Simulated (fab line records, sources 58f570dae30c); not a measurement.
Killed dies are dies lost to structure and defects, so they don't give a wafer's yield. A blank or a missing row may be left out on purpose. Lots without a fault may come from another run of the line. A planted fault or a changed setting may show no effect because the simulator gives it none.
Split-lot experiment | flow berkeley_cmos170 | 5 lots, 23 wafers read, on a route of 331 steps

THE SPLIT
At UCB170_M1_PEB_07, the setting peb_temp_c was moved away from the recipe's 130 C on 7 of the 23 wafers read, by -2.8% to +2.8%. The other wafers ran this setting at the recipe's value.

FROM THE SPLIT TO THE READING: what the file shows between them, 5 steps
- UCB170_M1_DEVELOP_08: develop time 45 s
- UCB170_M1_CD_MEAS_09: target cd 700 nm
- UCB170_M1_ETCH_11: etches BARC in N2/H2
- UCB170_M1_METAL_ETCH_12: etches Al in Cl2/BCl3, stops on PSG, target depth 780 nm, time 130 s
- UCB170_M1_STRIP_13: strips in O2

THE READING
cd_nm, in nm, at UCB170_M1_CD_MEAS_90 (target cd 700 nm). Fault-free wafers of this fab line usually give 699.9 nm, standard deviation 1.5 nm.

wafer  | tool, chamber at the split | peb_temp_c as run, C | against the recipe | cd_nm, nm | against lot-mates on the recipe
L075.1 | litho_track-01, 0          | 130                  | recipe             | 700.8     | -
L075.2 | litho_track-01, 0          | 130                  | recipe             | 701.7     | -
L075.3 | litho_track-01, 0          | 130                  | recipe             | 702.5     | -
L075.5 | litho_track-01, 0          | 130                  | recipe             | 701.4     | -
L075.6 | litho_track-01, 0          | 130                  | recipe             | 701.3     | -
L076.2 | litho_track-02, 0          | 130                  | recipe             | 699.0     | -
L076.4 | litho_track-02, 0          | 130                  | recipe             | 698.1     | -
L076.5 | litho_track-02, 0          | 130                  | recipe             | 699.6     | -
L077.1 | litho_track-02, 0          | 130                  | recipe             | 700.1     | -
L077.2 | litho_track-02, 0          | 133.6                | +2.8%              | 677.9     | -22.0
L077.3 | litho_track-02, 0          | 130                  | recipe             | 699.3     | -
L077.4 | litho_track-02, 0          | 133.6                | +2.8%              | 679.9     | -20.0
L077.6 | litho_track-02, 0          | 130                  | recipe             | 700.3     | -
L078.1 | litho_track-02, 0          | 128.4                | -1.2%              | 711.2     | +11.6
L078.2 | litho_track-02, 0          | 130                  | recipe             | 700.8     | -
L078.3 | litho_track-02, 0          | 130                  | recipe             | 698.5     | -
L078.5 | litho_track-02, 0          | 128.4                | -1.2%              | 709.2     | +9.6
L078.6 | litho_track-02, 0          | 128.4                | -1.2%              | 709.8     | +10.1
L083.1 | litho_track-04, 0          | 126.4                | -2.8%              | 730.3     | +29.7
L083.2 | litho_track-04, 0          | 126.4                | -2.8%              | 729.2     | +28.6
L083.4 | litho_track-04, 0          | 130                  | recipe             | 700.7     | -
L083.5 | litho_track-04, 0          | 130                  | recipe             | 700.8     | -
L083.6 | litho_track-04, 0          | 130                  | recipe             | 700.2     | -

THE FIT
A straight line over all 23 wafers: cd_nm changes by -8.96 nm for each +1% of peb_temp_c; r = -0.98; the points scatter about the line by 2.1 nm.
The same after taking each lot's own level away (the mean of its wafers on the recipe; 23 wafers): -8.92 nm for each +1%; r = -0.99; scatter 1.8 nm.
On that fit, the largest move of peb_temp_c shifts the reading by 25 nm.
The lots' own levels span 698.90 to 701.54 nm, that is 1.8 times the standard deviation above.
So the lot-to-lot level changes the slope little: the two slopes agree.
Check: with one of the wafers moved furthest among these (+2.8%) left out of the fit, the line predicts -24.9 nm for it against its lot-mates. It came out at -22 nm against them.

OTHER SPLITS ON THESE WAFERS
These wafers also went through other splits before the reading. Each is held against what the fit with the lots' levels taken away leaves over:
other split on the same wafers        | wafers away from the commonest value | r with cd_nm (lot level and that fit taken away)
UCB170_PLDD_COAT_01 resist_thk_nm     | 10                                   | -0.26
UCB170_PSD_IMPLANT_08 energy_kev      | 8                                    | +0.03
UCB170_SDANNEAL_RTA_01 time_s         | 8                                    | -0.09
UCB170_SILICIDE_SPUTTER_01 time_s     | 9                                    | +0.05
UCB170_CONTACT_COAT_10 resist_thk_nm  | 9                                    | +0.01
UCB170_CONTACT_ETCH_18 over_etch_frac | 11                                   | +0.14

THE WHOLE CHAIN: every reading that the file lists as answering this split, in the file's order
step                    | what it does                                                         | reading                                                   | change (the file's fit)              | r (the file's)
UCB170_M1_CD_MEAS_09    | target cd 700 nm                                                     | cd_nm                                                     | -8.77 nm for each +1% of the setting | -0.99
UCB170_M1_ETCH_11       | etches BARC in N2/H2                                                 | M1.cd_nm (the simulator's own value, which no gauge read) | -8.9 nm for each +1% of the setting  | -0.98
UCB170_M1_METAL_ETCH_12 | etches Al in Cl2/BCl3, stops on PSG, target depth 780 nm, time 130 s | M1.cd_nm (the simulator's own value, which no gauge read) | -8.99 nm for each +1% of the setting | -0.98
UCB170_M1_CD_MEAS_90    | target cd 700 nm                                                     | cd_nm                                                     | -9.01 nm for each +1% of the setting | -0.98

THE FILE'S OWN FIT
cd_nm changes by -9.01 nm for each +1% of peb_temp_c, r = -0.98.
